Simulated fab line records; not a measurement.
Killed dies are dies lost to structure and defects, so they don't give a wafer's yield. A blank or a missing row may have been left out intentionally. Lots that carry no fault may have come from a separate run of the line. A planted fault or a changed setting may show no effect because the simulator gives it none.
Problem report in the 8D (eight disciplines) form, filled by code / flow rit-cmos / the parts of the form that need people (team, actions taken, sign-off) are left out

1. WHAT WENT WRONG
Across 6 wafers from 2 lots, PSD_RS at RIT_SDANNEAL_RS_MEAS_04 averages 120.1 ohm/sq, while fault-free wafers read 115.9 ohm/sq with a standard deviation of 0.34. Measured from the usual mean, that is +12 standard deviations.
The step: measures by four-point-probe.
Earliest sighting: wafer L685.1 on film-metro-03 at day 5 14:05. At this step, 42 wafers from 14 lots have a number in the record. By rule, "out" or "out of limits" means more than 4 standard deviations away from the usual mean. Any other wafer with a number is counted as sound.

2. WHAT IT IS, AND WHAT IT ISN'T
question=which readings at this step | is=PSD_RS | is not=-
question=which lots | is=L685, L687 | is not=L674, L675, L676, L677, L678, L680, L688, L690, L693, L694, L696, L697
question=which wafers of those lots | is=all that have a number | is not=-
question=read on which gauges | is=film-metro-03, film-metro-04 | is not=film-metro-01
question=when | is=from day 5 14:05 | is not=up to then (18 sound wafers); but 18 sound wafers of L688, L690, L693, L694, L696, L697 came after

3. WHAT RULES OUT EACH SUSPECT
Counting: any tool at a process step up to the reading is kept as a suspect provided that every lot that is out went through it and no sound lot did after the first of them.
- ruled out: the gauge at RIT_SDANNEAL_RS_MEAS_04. Those wafers that are out were read across 2 gauges (film-metro-03, film-metro-04).
- plasma-asher-02 at RIT_NSD_STRIP_09 (strips in O2, time 180 s): ruled out as a lasting fault. After its first lot that is out, L685 (day 5 11:48), sound lots L690 ran on it.
- implanter-01 at RIT_PSD_IMPLANT_08: kept. Every lot that is out went through it, starting with L685 (day 5 13:13), and after that it ran no sound lot; the last sound lot it ran before then is L675 (day 3 19:26). Its own readings are out on those wafers: beam-energy-keV.
Remaining after the count: implanter-01 at RIT_PSD_IMPLANT_08.

4. THE CAUSE (what the simulator had put in)
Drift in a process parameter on implanter-01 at RIT_PSD_IMPLANT_08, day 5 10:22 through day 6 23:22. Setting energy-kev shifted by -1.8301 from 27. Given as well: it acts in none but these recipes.
Only this tool survived the counting.

5. THE CHAIN OF EFFECTS, in route order
Each row: a reading whose mean over the struck wafers that have a number lies more than 3 standard deviations from the usual. Only readings for which the record gives a usual standard deviation are gone through. hours: the time from each lot's start at the first step in this table that gives one to its start at this step, as a median over the lots. sigmas: the change in usual standard deviations.
hours=0; step=RIT_PSD_IMPLANT_08; reading=beam-energy-keV; usual=27.000; on struck wafers=25.167; change=-1.833; sigmas=-99 or more
hours=1; step=RIT_SDANNEAL_RS_MEAS_04; reading=PSD_RS; usual=115.9 ohm/sq; on struck wafers=120.1; change=+4.2; sigmas=+12
It contains these process steps:
- RIT_PSD_IMPLANT_08
At these later measuring or inspecting steps, every struck wafer for which the step has a row has a number for every such reading, and none has moved that far: RIT_SDANNEAL_RS_MEAS_07, RIT_CONTACT_CD_MEAS_90.

6. HOW IT WOULD HAVE BEEN CAUGHT EARLIER
Counted from the fault's start at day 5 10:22, it took 4 hours until the first out-of-limits reading at a measuring or inspecting step in this record, taken at day 5 14:05.
Tool's own readings at RIT_PSD_IMPLANT_08, beam-energy-keV: out on all struck wafers the step has rows for; an alarm limit on them would have tripped on the first.
L687, from the lots that are out (2), started RIT_PSD_IMPLANT_08 on implanter-01 later than day 5 14:05. Holding the tool at that time would have saved it.
